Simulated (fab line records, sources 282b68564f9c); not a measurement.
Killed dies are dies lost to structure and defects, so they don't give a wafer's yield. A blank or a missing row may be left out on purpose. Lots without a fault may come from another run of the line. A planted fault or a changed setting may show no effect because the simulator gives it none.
Problem report in the 8D (eight disciplines) form, filled by code | flow rit_cmos | the parts of the form that need people (team, actions taken, sign-off) are left out

1. THE PROBLEM
PRETRO_TW at RIT_PRETRO_TW_MEAS_10 reads a mean of 430.8 on 6 wafers of 2 lots; wafers without a fault read 473.6 with a standard deviation of 2.9. That is -15 standard deviations from the usual mean.
First seen on wafer L790.2, day 5 12:45, on film_metro-04. The record holds 42 wafers of 14 lots with a number at this step. Rule for "out", or "out of limits": more than 4 standard deviations from the usual mean. The other wafers with a number count as sound.

2. WHAT IT IS AND WHAT IT IS NOT
question                    | is                     | is not
which readings at this step | PRETRO_TW              | -
which lots                  | L790, L791             | L776, L777, L778, L779, L780, L781, L782, L784, L785, L786, L797, L798
which wafers of those lots  | all that have a number | -
read on which gauges        | film_metro-04          | film_metro-02, film_metro-03
when                        | from day 5 12:45       | up to then (30 sound wafers); but 6 sound wafers of L797, L798 came after

3. SUSPECTS, AND WHAT RULES EACH OUT
Counting: a tool at a process step up to the reading stays a suspect if it ran every lot that is out and no sound lot after the first of them.
- the gauge at RIT_PRETRO_TW_MEAS_10: ruled out. All the wafers that are out were read on film_metro-04, but those of them that RIT_PRETRO_IMPLANT_08 has rows for are out there too, on other tools.
- implanter-01 at RIT_PRETRO_IMPLANT_08: kept. It ran every lot that is out, first L790 (day 5 12:26), and no sound lot after that; its last sound lot up to then is L784 (day 4 03:50). Its own readings are out on those wafers: dose_ions_cm2, faraday_current_uA.
Left after counting: implanter-01 at RIT_PRETRO_IMPLANT_08.

4. THE CAUSE (what the simulator had put in)
Process parameter drift: implanter-01, from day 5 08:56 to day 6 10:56, at RIT_PRETRO_IMPLANT_08. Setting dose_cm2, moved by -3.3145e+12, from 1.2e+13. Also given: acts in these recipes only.
Counting left only this tool.

5. THE CHAIN OF EFFECTS, in route order
Each row: a reading whose mean over the struck wafers that have a number lies more than 3 standard deviations from the usual. Only readings for which the record gives a usual standard deviation are gone through. hours: the time from each lot's start at the first step in this table that gives one to its start at this step, as a median over the lots. sigmas: the change in usual standard deviations.
hours | step                  | reading            | usual      | on struck wafers | change      | sigmas
0     | RIT_PRETRO_IMPLANT_08 | dose_ions_cm2      | 1.1998e+13 | 8.6895e+12       | -3.3085e+12 | -99 or more
0     | RIT_PRETRO_IMPLANT_08 | faraday_current_uA | 38.1       | 27.4             | -10.7       | -14
0     | RIT_PRETRO_TW_MEAS_10 | PRETRO_TW          | 473.6      | 430.8            | -42.9       | -15
The process steps in it:
- RIT_PRETRO_IMPLANT_08

6. WHAT WOULD HAVE CAUGHT IT SOONER
In this record the first reading out of limits at a measuring or inspecting step was taken at day 5 12:45, 4 hours after the fault began at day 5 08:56.
The tool's own readings at RIT_PRETRO_IMPLANT_08 were out on every struck wafer that the step has a row for (dose_ions_cm2, faraday_current_uA): an alarm limit on them would have fired on the first of those.
Of the lots that are out (2), L791 began RIT_PRETRO_IMPLANT_08 on implanter-01 after day 5 12:45. A hold on the tool at that time would have spared it.
